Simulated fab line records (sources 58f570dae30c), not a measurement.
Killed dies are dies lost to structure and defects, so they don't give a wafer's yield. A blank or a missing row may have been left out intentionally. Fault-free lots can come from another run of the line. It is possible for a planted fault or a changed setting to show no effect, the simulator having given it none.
Code-filled problem report in 8D (eight disciplines) form | flow berkeley-cmos170 | the parts of the form that need people (team, actions taken, sign-off) are left out

1. WHAT WENT WRONG
At UCB170_GATE_ETCH_15, rf-fwd-power-W averages 249.1 W over 9 wafers from 3 lots, while fault-free wafers read 297.4 W, standard deviation 1.1. That puts it -44 standard deviations away from the usual mean.
The step: etches poly-Si in HBr/Cl2, stops on SiO2, time 56.3 s, target depth 278.2 nm.
Seen first at day 9 22:39 on rie-si-01, wafer L688.1. The record holds 21 wafers of 7 lots with a number at this step. By rule, "out" or "out of limits" means more than 4 standard deviations away from the usual mean. The rest of the wafers with a number are treated as sound.

2. WHAT IT IS AND WHAT IT IS NOT
question                    | is                     | is not
which readings at this step | rf-fwd-power-W         | drypump-motor-current-A, throttle-valve-pct
which lots                  | L688, L689, L690       | L668, L671, L673, L676
which wafers of those lots  | all that have a number | -
read on which tools         | rie-si-01              | rie-si-02
when                        | from day 9 22:39       | up to then (12 sound wafers)

3. THE SUSPECTS, EACH WITH WHAT RULES IT OUT
Counting: a tool stays on the suspect list if, at a process step up to the reading, it processed all lots that are out and no sound lot following the first of them.
- rie-si-01 at UCB170_GATE_ETCH_15 (etches poly-Si in HBr/Cl2, stops on SiO2, time 56.3 s, target depth 278.2 nm): kept. Every lot that is out went through it, starting with L688 (day 9 22:39), and after that it ran no sound lot; the last sound lot it ran before then is L673 (day 6 20:39). Its own rf-fwd-power-W readings are out on those wafers.
Left after counting: rie-si-01 at UCB170_GATE_ETCH_15.

4. THE CAUSE (what the simulator had put in)
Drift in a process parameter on rie-si-01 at UCB170_GATE_ETCH_15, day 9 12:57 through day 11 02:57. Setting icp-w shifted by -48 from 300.
After counting, this tool was the only one left.

5. THE CHAIN OF EFFECTS, in route order
Each row: a reading whose mean over the struck wafers that have a number lies more than 3 standard deviations from the usual. Readings are gone through only where the record gives a usual standard deviation; hours: the median, over the lots, of the time from a lot's start at the first step in this table giving one to that lot's start at this step; sigmas: the change measured in usual standard deviations.
hours | step                | reading        | usual   | on struck wafers | change | sigmas
0     | UCB170_GATE_ETCH_15 | rf-fwd-power-W | 297.4 W | 249.1            | -48.3  | -44
The process steps in it:
- UCB170_GATE_ETCH_15: etches poly-Si in HBr/Cl2, stops on SiO2, time 56.3 s, target depth 278.2 nm.

6. HOW IT WOULD HAVE BEEN CAUGHT EARLIER
First out-of-limits reading in this record: day 9 22:39, which is 10 hours after fault onset at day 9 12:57.
